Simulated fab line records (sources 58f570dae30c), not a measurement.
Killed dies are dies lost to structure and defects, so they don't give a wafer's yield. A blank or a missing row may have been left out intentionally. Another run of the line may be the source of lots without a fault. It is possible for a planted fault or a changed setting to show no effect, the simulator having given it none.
What tool caused it? | flow berkeley-cmos170 | Sampling: 7 lots, 21 wafers, 3 of 331 route steps

WHAT EACH GAUGE READ, for each wafer
UCB170_NWELL_THK_MEAS_02.
lot  | measured    | on            | NWELL_OXIDE_THK (nm)
L615 | day 2 06:20 | film-metro-04 | 25.1 25.2 25.1
L621 | day 3 15:58 | film-metro-04 | 26.2 26.4 26.3
L624 | day 4 06:04 | film-metro-02 | 25.4 26.3 26.3
L626 | day 4 13:26 | film-metro-04 | 27.6 27.3 26.9
L629 | day 5 09:28 | film-metro-04 | 26.0 26.4 25.9
L631 | day 5 19:41 | film-metro-04 | 25.2 25.4 25.5
L636 | day 6 23:20 | film-metro-03 | 26.7 26.9 26.8

EACH LOT AND THE TOOL THAT RAN IT (in order: tool; ch and the chambers of the sampled wafers; start)
lot  | UCB170_ZERO_ETCH_06               | UCB170_ZERO_STRIP_07
L615 | rie-diel-02 ch 0,1,3, day 1 23:19 | plasma-asher-03 ch 0, day 1 23:20
L621 | rie-diel-02 ch 0,1,2, day 3 09:50 | plasma-asher-03 ch 0,1, day 3 09:52
L624 | rie-diel-03 ch 0,1,3, day 3 23:48 | plasma-asher-01 ch 0,1, day 3 23:49
L626 | rie-diel-02 ch 0,2,3, day 4 08:27 | plasma-asher-03 ch 0,1, day 4 08:30
L629 | rie-diel-03 ch 1,2, day 5 03:10   | plasma-asher-01 ch 0,1, day 5 03:13
L631 | rie-diel-02 ch 1,2,3, day 5 12:43 | plasma-asher-03 ch 0,1, day 5 12:44
L636 | rie-diel-03 ch 1,2, day 6 14:05   | plasma-asher-04 ch 0, day 6 14:07
- UCB170_ZERO_ETCH_06: etches SiO2 in CHF3/CF4/Ar, time 12 s.
- UCB170_ZERO_STRIP_07: strips in O2.

THE ANSWER, worked out from the rows above alone
Rule: usual is defined by the lots themselves. Put in order of their means at a reading, lots are off if they are a third of the lots or fewer, leave a main group of 4 or more, and stand apart from it by a gap of 3 or more times the standard deviation of the main group's means; of several such gaps the widest counts. A main group whose means are all the same, to the digits that the tables above print for the reading, isn't used. A lot without any number at a reading at which 4 lots or more have one is off too. Any other lot the step has rows for is counted as sound.
None of the lots is off at any reading shown; this tells nothing.

WHAT THE SIMULATOR HAD INSERTED
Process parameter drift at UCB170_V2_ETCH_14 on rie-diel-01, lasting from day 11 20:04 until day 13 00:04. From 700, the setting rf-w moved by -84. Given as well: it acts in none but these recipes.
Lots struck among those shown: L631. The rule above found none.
